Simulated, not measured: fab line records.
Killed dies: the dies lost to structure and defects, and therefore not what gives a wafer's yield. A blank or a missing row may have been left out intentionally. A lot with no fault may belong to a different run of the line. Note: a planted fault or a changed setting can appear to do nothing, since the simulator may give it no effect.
fab line records | flow rit-cmos
record lots=14 | wafers=42 | last-day=7
route steps=202 shown NLDD@111 M1@202
lots with no fault: from the same line, run without faults
start-h: start of the lot's first displayed wafer, in hours after the record's first day | wait-h: hours from the lot's prior step to this one | " same as the row above | L1.1+2: several wafers, shown together as one row | - value missing, or start not given | * or withheld: withheld | < > ~ a bound
route shown NAME@n: a module of which the file shows steps, and the number in the route of the first | usual: the fault-free wafers' mean and standard deviation | same: alike in all rows | chamber/n: place in a boat | sites: per-site readings | _std_site: the standard deviation of these | _edge_site: inner sites' mean taken away from outer sites' mean | radius-mm: for every site, how far away it sits from the centre of the wafer | mask NAME#n: copy n | behind: the last tool/chamber to shape the wafer | hold: the reason the lot was held/the length of the hold in hours/how it ended | device: the transistor (n, p or np) that didn't switch | end of line: tests of these same wafers at the route's end | step lacking rows: just its recipe | killed: dies that structure and defects cost at the first sort, which is not the same as the wafer's yield | map: dies across one wafer; x = killed, . = not, _ = none there
set.NAME: setting as actually run; set.NAME@STEP: the setting as run at that earlier step | model.NAME: the simulator's own value behind a step, which no gauge read
route steps across a sampled set of lots; one table per step, one row per wafer
services: when a tool's chamber went out of use (start-h, in hours from the record's first day, below 0 if earlier), for how many hours, and the reason
## steps
# step RIT_NLDD_IMPLANT_08
# recipe species=P | energy-kev=20 | dose-cm2=5e+14 | tilt-deg=7
# usual tilt-deg=6.998/0.023
lot.wafer | tool         | chamber | start-h | wait-h | tilt-deg
L874.3    | implanter-04 | 0       | 61.99   | 0.1    | 7.013
L874.5    | "            | 0       | "       | "      | 7.001
L874.6    | "            | 0       | "       | "      | 7.027
L875.1    | implanter-02 | 0       | 68.70   | 0.1    | 6.985
L875.3    | "            | 0       | "       | "      | 6.996
L875.6    | "            | 0       | "       | "      | 6.982
L876.2    | implanter-04 | 0       | 73.18   | 0.1    | 6.992
L876.3    | "            | 0       | "       | "      | 6.983
L876.4    | "            | 0       | "       | "      | 7.009
L877.1    | implanter-02 | 0       | 73.69   | 0.1    | 6.996
L877.5    | "            | 0       | "       | "      | 6.988
L877.6    | "            | 0       | "       | "      | 6.999
L879.1    | implanter-04 | 0       | 78.55   | 0.1    | 6.962
L879.2    | "            | 0       | "       | "      | 6.955
L879.6    | "            | 0       | "       | "      | 6.976
L881.3    | implanter-01 | 0       | 85.33   | 0.1    | 6.960
L881.4    | "            | 0       | "       | "      | 7.001
L881.5    | "            | 0       | "       | "      | 6.963
L885.3    | implanter-04 | 0       | 103.18  | 0.1    | 3.090
L885.4    | "            | 0       | "       | "      | 3.071
L885.6    | "            | 0       | "       | "      | 3.093
L886.2    | implanter-04 | 0       | 107.77  | 0.1    | 3.101
L886.5    | "            | 0       | "       | "      | 3.089
L886.6    | "            | 0       | "       | "      | 3.100
L887.2    | implanter-01 | 0       | 113.36  | 0.1    | 6.981
L887.5    | "            | 0       | "       | "      | 7.002
L887.6    | "            | 0       | "       | "      | 7.004
L888.3    | implanter-01 | 0       | 118.98  | 0.1    | 6.999
L888.4    | "            | 0       | "       | "      | 7.006
L888.6    | "            | 0       | "       | "      | 6.966
L890.1    | implanter-02 | 0       | 125.40  | 0.1    | 6.994
L890.3    | "            | 0       | "       | "      | 6.982
L890.6    | "            | 0       | "       | "      | 6.979
L892.1    | implanter-02 | 0       | 138.41  | 0.1    | 6.987
L892.3    | "            | 0       | "       | "      | 6.975
L892.6    | "            | 0       | "       | "      | 7.009
L894.3    | implanter-01 | 0       | 144.32  | 0.1    | 7.027
L894.4    | "            | 0       | "       | "      | 7.022
L894.6    | "            | 0       | "       | "      | 7.031
L897.2    | implanter-01 | 0       | 161.78  | 0.1    | 6.967
L897.4    | "            | 0       | "       | "      | 6.975
L897.5    | "            | 0       | "       | "      | 6.954
# step RIT_SDANNEAL_RS_MEAS_07
# recipe thk-meas-gauge=four-point-probe
# usual NLDD_RS=151.6/0.57
lot.wafer | tool          | chamber | start-h | wait-h | NLDD_RS[ohm/sq]
L874.3    | film-metro-03 | -       | 70.42   | 0.1    | 151.7
L874.5    | "             | -       | "       | "      | 152.0
L874.6    | "             | -       | "       | "      | 152.1
L875.1    | film-metro-02 | -       | 77.20   | 0.1    | 150.8
L875.3    | "             | -       | "       | "      | 150.9
L875.6    | "             | -       | "       | "      | 151.2
L876.2    | film-metro-03 | -       | 82.22   | 0.1    | 151.1
L876.3    | "             | -       | "       | "      | 150.9
L876.4    | "             | -       | "       | "      | 150.8
L877.1    | film-metro-04 | -       | 82.36   | 0.1    | 151.5
L877.5    | "             | -       | "       | "      | 151.5
L877.6    | "             | -       | "       | "      | 151.8
L879.1    | film-metro-04 | -       | 87.12   | 0.1    | 152.9
L879.2    | "             | -       | "       | "      | 152.2
L879.6    | "             | -       | "       | "      | 151.5
L881.3    | film-metro-03 | -       | 93.66   | 0.1    | 152.1
L881.4    | "             | -       | "       | "      | 151.4
L881.5    | "             | -       | "       | "      | 152.2
L885.3    | film-metro-04 | -       | 111.64  | 0.1    | -
L885.4    | "             | -       | "       | "      | -
L885.6    | "             | -       | "       | "      | -
L886.2    | film-metro-03 | -       | 115.88  | 0.1    | -
L886.5    | "             | -       | "       | "      | -
L886.6    | "             | -       | "       | "      | -
L887.2    | film-metro-04 | -       | 121.52  | 0.1    | 151.7
L887.5    | "             | -       | "       | "      | 151.5
L887.6    | "             | -       | "       | "      | 151.5
L888.3    | film-metro-03 | -       | 128.09  | 0.1    | 151.3
L888.4    | "             | -       | "       | "      | 151.2
L888.6    | "             | -       | "       | "      | 151.7
L890.1    | film-metro-03 | -       | 134.05  | 0.1    | 151.5
L890.3    | "             | -       | "       | "      | 151.7
L890.6    | "             | -       | "       | "      | 151.0
L892.1    | film-metro-04 | -       | 147.00  | 0.1    | 151.6
L892.3    | "             | -       | "       | "      | 152.1
L892.6    | "             | -       | "       | "      | 151.9
L894.3    | film-metro-04 | -       | 153.14  | 0.1    | 150.9
L894.4    | "             | -       | "       | "      | 151.1
L894.6    | "             | -       | "       | "      | 150.7
L897.2    | film-metro-04 | -       | 169.70  | 0.1    | 151.1
L897.4    | "             | -       | "       | "      | 151.7
L897.5    | "             | -       | "       | "      | 151.4
# step RIT_M1_PROBE_99
# usual killed_at_M0_to_M3=0.0/0.14 | killed-at-front-end=7.3/2.8 | killed-dies=7.3/2.8 | killed-open=3.8/1.9 | killed-short=3.5/1.8
# same gross-dies=264 | killed_at_M4_up=0 | killed-at-back-side=0 | killed-at-contacts=0 | killed-at-other=0
lot.wafer | tool      | chamber | start-h | wait-h | killed_at_M0_to_M3 | killed-at-front-end | killed-dies | killed-open | killed-short
L888.3    | prober-01 | -       | 135.61  | 0.2    | 0                  | 5                   | 5           | 3           | 2
L888.4    | prober-01 | -       | 135.66  | 0.2    | 0                  | 7                   | 7           | 3           | 4
L888.6    | prober-01 | -       | 135.76  | 0.2    | 0                  | 8                   | 8           | 3           | 5
L894.3    | prober-01 | -       | 160.97  | 0.2    | 0                  | 10                  | 10          | 5           | 5
L894.4    | prober-01 | -       | 161.02  | 0.2    | 0                  | 8                   | 8           | 5           | 3
L894.6    | prober-01 | -       | 161.12  | 0.2    | 0                  | 9                   | 9           | 5           | 4
# killed by level:class
L888.3 FOX1:geometric-particle:open=2 FOX2:geometric-particle:open=1 REOX:geometric-particle:short=1 STARTING-WAFER:geometric-particle:short=1
L888.4 GATE:geometric-particle:short=2 GATE:geometric-particle:open=2 FOX2:geometric-particle:short=1 REOX:geometric-particle:short=1 SPACER:geometric-particle:open=1
L888.6 GATE:geometric-particle:short=3 FOX1:geometric-particle:short=1 GATE:geometric-particle:open=1 REOX:geometric-particle:short=1 SPACER:geometric-particle:open=1 SILICIDE:geometric-particle:open=1
L894.3 SILICIDE:geometric-particle:short=3 GATE:geometric-particle:open=2 SILICIDE:geometric-particle:open=2 FOX1:geometric-particle:open=1 FOX1:geometric-particle:short=1 FOX2:geometric-particle:short=1
L894.4 GATE:geometric-particle:open=3 FOX1:geometric-particle:short=1 FOX2:geometric-particle:open=1 GATE:geometric-particle:short=1 SPACER:geometric-particle:open=1 SPACER:geometric-particle:short=1
L894.6 FOX1:geometric-particle:short=2 GATE:geometric-particle:short=2 SILICIDE:geometric-particle:open=2 FOX1:geometric-particle:open=1 FOX2:geometric-particle:open=1 GATE:geometric-particle:open=1
## services
tool         | chamber | start-h | hours | kind
implanter-02 | -       | 79.65   | 3.0   | pm
implanter-01 | -       | 89.92   | 3.4   | repair
implanter-01 | -       | 137.13  | 1.4   | repair
## key
first-sign step=RIT_NLDD_IMPLANT_08 | reading=tilt-deg | direction=down | sigmas=99+ | usual=6.998 | struck=3.091
effect step=RIT_SDANNEAL_RS_MEAS_07 | reading=NLDD_RS | direction=missing
met-at RIT_NLDD_IMPLANT_08
struck-lots L885,L886
tester-left-out L885,L886
onset-between 78.55 103.18
fault kind=process-parameter-drift | tool=implanter-04 | chamber=- | onset-h=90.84 | steps=RIT_NLDD_IMPLANT_08 | channel=tilt-deg | offset=-3.8969 | shape=step | end-h=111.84 | acts-in=these-recipes-only | stated=7
# tester-left-out: of these lots the tester's yield and bins aren't shown, on N5 and GAA mostly nor the transistor test; their killed dies are dies lost to structure and defects alone, not to doping, threshold or leakage, so they don't give the yield
